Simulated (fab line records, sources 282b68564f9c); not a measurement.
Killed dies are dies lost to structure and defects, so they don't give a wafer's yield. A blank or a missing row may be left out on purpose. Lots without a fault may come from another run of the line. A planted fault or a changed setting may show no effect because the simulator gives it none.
Which tool did it? | flow rit_cmos | 13 lots, 39 wafers sampled, at 6 steps of a route of 202

WHAT THE GAUGES READ, wafer by wafer
RIT_PWELL_TW_MEAS_10. Usual: PWELL_TW 947, standard deviation 5.
lot  | measured    | on            | PWELL_TW    | flag
L401 | day 2 00:12 | film_metro-03 | 947 941 946 |
L402 | day 2 04:51 | film_metro-04 | 949 950 955 |
L403 | day 2 09:41 | film_metro-03 | 945 945 945 |
L404 | day 2 14:17 | film_metro-04 | 953 953 956 |
L408 | day 3 09:49 | film_metro-02 | 942 945 953 |
L410 | day 3 21:29 | film_metro-03 | 942 940 944 |
L411 | day 4 00:49 | film_metro-02 | 944 948 943 |
L415 | day 4 20:35 | film_metro-04 | 955 951 953 |
L416 | day 5 02:32 | film_metro-02 | 944 948 947 |
L417 | day 5 07:25 | film_metro-03 | 948 945 945 |
L419 | day 5 16:37 | film_metro-02 | 941 939 939 |
L423 | day 6 12:31 | film_metro-03 | 940 944 942 |
L424 | day 6 17:30 | film_metro-02 | 942 946 951 |

RIT_GATE_THK_MEAS_09. Usual: GATE_POLY_THK 250.9 nm, standard deviation 2.1.
lot  | measured    | on            | GATE_POLY_THK (nm) | flag
L401 | day 2 12:44 | film_metro-01 | 252.1 251.7 251.4  |
L402 | day 2 17:43 | film_metro-02 | 252.1 249.6 250.1  |
L403 | day 2 21:49 | film_metro-01 | 250.1 248.3 249.5  |
L404 | day 3 02:17 | film_metro-03 | 248.9 247.6 247.4  |
L408 | day 3 21:58 | film_metro-01 | 252.0 252.3 253.2  |
L410 | day 4 09:40 | film_metro-03 | 282.9 282.4 284.5  | OFF
L411 | day 4 12:59 | film_metro-02 | 282.4 284.1 285.1  | OFF
L415 | day 5 09:01 | film_metro-02 | 249.5 248.9 249.6  |
L416 | day 5 15:40 | film_metro-03 | 249.7 248.6 250.1  |
L417 | day 5 19:28 | film_metro-02 | 251.8 251.0 251.4  |
L419 | day 6 05:04 | film_metro-02 | 254.3 253.1 253.2  |
L423 | day 7 01:23 | film_metro-02 | 254.4 253.7 250.2  |
L424 | day 7 06:09 | film_metro-02 | 248.9 251.5 251.7  |

RIT_M1_OVL_MEAS_10. Usual: M1_OVL -1.7 nm, standard deviation 1.3.
lot  | measured    | on         | M1_OVL (nm)    | flag
L401 | day 3 12:29 | overlay-02 | -0.7 -2.8 -1.4 |
L402 | day 3 12:49 | overlay-01 | -1.6 -2.4 -4.0 |
L403 | day 3 16:26 | overlay-02 | 1.5 0.7 -1.0   |
L404 | day 3 20:43 | overlay-01 | -0.4 1.0 0.7   |
L408 | day 4 16:36 | overlay-02 | -3.4 -0.1 -1.4 |
L410 | day 5 04:08 | overlay-01 | -3.0 -1.2 -2.8 |
L411 | day 5 10:04 | overlay-01 | -1.4 -1.4 -1.5 |
L415 | day 6 04:55 | overlay-02 | -2.4 -1.9 -2.5 |
L416 | day 6 10:21 | overlay-02 | -4.7 -3.7 -2.9 |
L417 | day 6 14:13 | overlay-01 | -2.8 -1.5 -2.9 |
L419 | day 7 00:04 | overlay-01 | -2.2 -1.3 -2.3 |
L423 | day 7 20:19 | overlay-01 | -0.6 -0.4 -1.8 |
L424 | day 8 01:32 | overlay-01 | 0.4 -1.1 -1.1  |

WHICH TOOL RAN EACH LOT (tool, then ch and the chambers of the sampled wafers, then the start)
lot  | RIT_GATE_CVD_08            | RIT_GATE_ETCH_19                | RIT_SILICIDE_RTA_06
L401 | lpcvd-01 ch 1, day 2 11:08 | rie_si-01 ch 0,1,3, day 2 14:05 | rtp_anneal-02 ch 0, day 3 08:20
L402 | lpcvd-01 ch 1, day 2 16:05 | rie_si-02 ch 1,3, day 2 18:56   | rtp_anneal-02 ch 0, day 3 08:41
L403 | lpcvd-02 ch 1, day 2 20:12 | rie_si-01 ch 0,2, day 2 23:14   | rtp_anneal-01 ch 0, day 3 12:38
L404 | lpcvd-01 ch 1, day 3 00:40 | rie_si-02 ch 0,2,3, day 3 03:29 | rtp_anneal-02 ch 0, day 3 16:55
L408 | lpcvd-01 ch 0, day 3 20:21 | rie_si-02 ch 0,1,3, day 3 23:11 | rtp_anneal-02 ch 0, day 4 12:34
L410 | lpcvd-02 ch 1, day 4 08:03 | rie_si-02 ch 0,2, day 4 11:03   | rtp_anneal-02 ch 0, day 5 00:15
L411 | lpcvd-02 ch 1, day 4 11:22 | rie_si-01 ch 0,1,3, day 4 15:59 | rtp_anneal-01 ch 0, day 5 05:49
L415 | lpcvd-02 ch 0, day 5 07:23 | rie_si-01 ch 1,2,3, day 5 10:41 | rtp_anneal-01 ch 0, day 6 00:54
L416 | lpcvd-02 ch 0, day 5 14:02 | rie_si-02 ch 0,2, day 5 16:59   | rtp_anneal-02 ch 0, day 6 06:34
L417 | lpcvd-01 ch 1, day 5 17:50 | rie_si-01 ch 0,2,3, day 5 20:40 | rtp_anneal-01 ch 0, day 6 10:18
L419 | lpcvd-01 ch 1, day 6 03:26 | rie_si-01 ch 0,1,2, day 6 06:24 | rtp_anneal-01 ch 0, day 6 19:59
L423 | lpcvd-01 ch 0, day 6 23:46 | rie_si-01 ch 1,3, day 7 02:36   | rtp_anneal-01 ch 0, day 7 16:25
L424 | lpcvd-01 ch 1, day 7 04:32 | rie_si-02 ch 1,2,3, day 7 07:29 | rtp_anneal-02 ch 0, day 7 21:35
- RIT_GATE_CVD_08: deposits poly-Si from SiH4, target thk 250 nm, time 2220 s.
- RIT_GATE_ETCH_19: etches poly-Si in SF6/CHF3/O2, stops on SiO2, time 165 s, target depth 312.5 nm.
- RIT_SILICIDE_RTA_06: time 10 s, ramp up 5 s, ramp down 10 s.

WHAT THE TOOLS THEMSELVES READ (means of the sampled wafers that have a number; where no wafer has one, the mark that the record gives instead)
RIT_GATE_CVD_08. Usual: pressure_mtorr 300.1 mTorr, standard deviation 0.6; sih4_flow_sccm 100.0 sccm, standard deviation 0.3; zone_power_centre_pct 26.9 %, standard deviation 1.7.
lot  | tool     | pressure_mtorr (mTorr) | sih4_flow_sccm (sccm) | zone_power_centre_pct (%) | flag
L401 | lpcvd-01 | 300.2                  | 100.1                 | 27.7                      |
L402 | lpcvd-01 | 300.8                  | 99.9                  | 27.7                      |
L403 | lpcvd-02 | 300.5                  | 100.3                 | 28.1                      |
L404 | lpcvd-01 | 300.2                  | 100.3                 | 28.1                      |
L408 | lpcvd-01 | 299.5                  | 100.1                 | 25.6                      |
L410 | lpcvd-02 | 299.3                  | 99.9                  | 27.9                      |
L411 | lpcvd-02 | 300.6                  | 100.3                 | 27.3                      |
L415 | lpcvd-02 | 300.8                  | 99.8                  | 23.5                      |
L416 | lpcvd-02 | 300.7                  | 100.5                 | 23.3                      |
L417 | lpcvd-01 | 300.2                  | 99.7                  | 27.8                      |
L419 | lpcvd-01 | 299.8                  | 99.7                  | 27.8                      |
L423 | lpcvd-01 | 300.4                  | 100.0                 | 25.9                      |
L424 | lpcvd-01 | 300.8                  | 99.9                  | 27.9                      |

RIT_GATE_ETCH_19. Usual: O2_flow_sccm 5.000 sccm, standard deviation 0.014; drypump_motor_current_A 5.6 A, standard deviation 0.55; oes_product_au 0.852 a.u., standard deviation 0.0098; throttle_valve_pct 10.22 %, standard deviation 0.16.
lot  | tool      | O2_flow_sccm (sccm) | drypump_motor_current_A (A) | oes_product_au (a.u.) | throttle_valve_pct (%) | flag
L401 | rie_si-01 | 5.003               | 6.0                         | 0.856                 | 10.31                  |
L402 | rie_si-02 | 4.994               | 5.0                         | 0.852                 | 10.16                  |
L403 | rie_si-01 | 4.989               | 5.8                         | 0.853                 | 10.24                  |
L404 | rie_si-02 | 5.001               | 5.3                         | 0.849                 | 10.15                  |
L408 | rie_si-02 | 4.998               | 5.3                         | 0.857                 | 10.18                  |
L410 | rie_si-02 | 4.992               | 5.5                         | 0.940                 | 10.15                  | OFF
L411 | rie_si-01 | 4.996               | 6.1                         | 0.931                 | 10.32                  | OFF
L415 | rie_si-01 | 5.013               | 5.9                         | 0.843                 | 10.24                  |
L416 | rie_si-02 | 4.988               | 5.6                         | 0.861                 | 10.16                  |
L417 | rie_si-01 | 5.000               | 5.9                         | 0.851                 | 10.16                  |
L419 | rie_si-01 | 5.003               | 5.8                         | 0.854                 | 10.33                  |
L423 | rie_si-01 | 5.012               | 6.2                         | 0.855                 | 10.22                  |
L424 | rie_si-02 | 5.009               | 4.9                         | 0.846                 | 10.19                  |

RIT_SILICIDE_RTA_06. Usual: wafer_temp_C_max 752.9, standard deviation 0.52.
lot  | tool          | wafer_temp_C_max | flag
L401 | rtp_anneal-02 | 753.1            |
L402 | rtp_anneal-02 | 752.5            |
L403 | rtp_anneal-01 | 752.7            |
L404 | rtp_anneal-02 | 752.8            |
L408 | rtp_anneal-02 | 752.9            |
L410 | rtp_anneal-02 | 753.3            |
L411 | rtp_anneal-01 | 753.2            |
L415 | rtp_anneal-01 | 752.3            |
L416 | rtp_anneal-02 | 753.1            |
L417 | rtp_anneal-01 | 752.7            |
L419 | rtp_anneal-01 | 752.6            |
L423 | rtp_anneal-01 | 752.9            |
L424 | rtp_anneal-02 | 752.2            |

THE ANSWER, worked out from the rows above alone
Rule: a lot is off if the mean of its wafers that have a number lies more than 3 standard deviations from the usual mean. A lot without any number at a reading at which 4 lots or more have one is off too. The other lots that the step has rows for count as sound. The gauges are gone through in route order, then the tools' own readings, and for those a lot's mean is taken as printed above. The first step at which some lot is off is used, and at that step the reading that is off furthest; a lot without a number counts as furthest.
Off: L410, L411, at RIT_GATE_THK_MEAS_09 (GATE_POLY_THK).
A tool fits if, at a process step before that reading, it ran every lot that is off, and no sound lot after the first of them. The gauges at RIT_GATE_THK_MEAS_09 aren't tried: what is off there is off at RIT_GATE_ETCH_19 too, on other tools, and a gauge's error can't cause that. None of those tried fits.

WHAT THE SIMULATOR HAD PUT IN
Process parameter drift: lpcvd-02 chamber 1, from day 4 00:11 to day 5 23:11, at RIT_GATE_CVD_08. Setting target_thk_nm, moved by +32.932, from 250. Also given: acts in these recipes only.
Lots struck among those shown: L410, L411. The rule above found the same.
